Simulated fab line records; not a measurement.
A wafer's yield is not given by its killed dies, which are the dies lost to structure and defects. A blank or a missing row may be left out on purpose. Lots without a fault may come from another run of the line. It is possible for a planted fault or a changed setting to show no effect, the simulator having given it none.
Problem report, 8D (eight disciplines) form, completed by code / flow berkeleyCmos170 / the parts of the form that need people (team, actions taken, sign-off) are left out

## 1. WHAT WENT WRONG
GATE_OXIDE_THK at UCB170_GATE_THK_MEAS_02 reads a mean of 4.74 nm on 9 wafers of 3 lots; wafers without a fault read 6.64 nm with a standard deviation of 0.12. Relative to the usual mean, that is a shift of -16 standard deviations.
Earliest sighting: wafer L632.3 on filmMetro-02 at day 10 17:47. The record holds 45 wafers of 15 lots with a number at this step. The rule behind "out" and "out of limits": a value lying over 4 standard deviations away from the usual mean. The rest of the wafers with a number are treated as sound.

## 2. WHAT IT IS, AND WHAT IT ISN'T
question=which readings at this step; is=GATE_OXIDE_THK; is not=-
question=which lots; is=L632, L633, L634; is not=L615, L616, L618, L619, L621, L623, L624, L626, L627, L628, L629, L630
question=which wafers of those lots; is=all that have a number; is not=-
question=read on which gauges; is=filmMetro-01, filmMetro-02, filmMetro-04; is not=-
question=when; is=from day 10 17:47; is not=up to then (36 sound wafers)

## 3. THE SUSPECTS, EACH WITH WHAT RULES IT OUT
Counting: any tool at a process step up to the reading is kept as a suspect provided that every lot that is out went through it and no sound lot did after the first of them.
- the gauge at UCB170_GATE_THK_MEAS_02 has been ruled out. 3 gauges (filmMetro-01, filmMetro-02, filmMetro-04) read the wafers that are out.
- furnace-02 at UCB170_GATE_OXIDATION_01 (target thk 6.6 nm, ox time 1800 s): kept. Every lot that is out went through it, starting with L632 (day 10 16:16), and after that it ran no sound lot; the last sound lot it ran before then is L629 (day 10 02:16). Out on those wafers are its own readings of spikeTcCentreC, spikeTcLoadC, spikeTcSourceC, tubeCenterTempC, tube_center_temp_C_max.
Remaining after the count: furnace-02 at UCB170_GATE_OXIDATION_01.

## 4. THE CAUSE (what the simulator had put in)
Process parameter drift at UCB170_GATE_OXIDATION_01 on furnace-02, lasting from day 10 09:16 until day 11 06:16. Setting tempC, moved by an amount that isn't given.
Only this tool survived the counting.

## 5. THE EFFECT CHAIN, in route order
Each row: a reading where the mean over the struck wafers with a number is more than 3 standard deviations away from the usual. Only readings for which the record gives a usual standard deviation are gone through. hours: the time from each lot's start at the first step in this table that gives one to its start at this step, as a median over the lots. sigmas: the change in usual standard deviations.
hours=0; step=UCB170_GATE_OXIDATION_01; reading=spikeTcCentreC; usual=852.3 C; on struck wafers=827.2; change=-25.1; sigmas=-25
hours=0; step=UCB170_GATE_OXIDATION_01; reading=spikeTcLoadC; usual=873.2 C; on struck wafers=849.6; change=-23.6; sigmas=-8.1
hours=0; step=UCB170_GATE_OXIDATION_01; reading=spikeTcSourceC; usual=872.9 C; on struck wafers=848.7; change=-24.2; sigmas=-15
hours=0; step=UCB170_GATE_OXIDATION_01; reading=tubeCenterTempC; usual=850.01 C; on struck wafers=825.07; change=-24.94; sigmas=-99 or more
hours=0; step=UCB170_GATE_OXIDATION_01; reading=tube_center_temp_C_max; usual=852.2; on struck wafers=827.4; change=-24.8; sigmas=-67
hours=2; step=UCB170_GATE_THK_MEAS_02; reading=GATE_OXIDE_THK; usual=6.64 nm; on struck wafers=4.74; change=-1.90; sigmas=-16
It contains these process steps:
- UCB170_GATE_OXIDATION_01: target thk 6.6 nm, ox time 1800 s.

## 6. HOW IT WOULD HAVE BEEN CAUGHT EARLIER
Counted from the fault's start at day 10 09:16, it took 9 hours until the first out-of-limits reading at a measuring or inspecting step in this record, taken at day 10 17:47.
Tool's own readings at UCB170_GATE_OXIDATION_01, spikeTcCentreC, spikeTcLoadC, spikeTcSourceC, tubeCenterTempC, tube_center_temp_C_max: out on all struck wafers the step has rows for; an alarm limit on them would have tripped on the first.
By day 10 17:47 the whole set of lots that are out, 3 in number, had already begun UCB170_GATE_OXIDATION_01 on furnace-02. A hold on the tool at that time would have spared none of them.
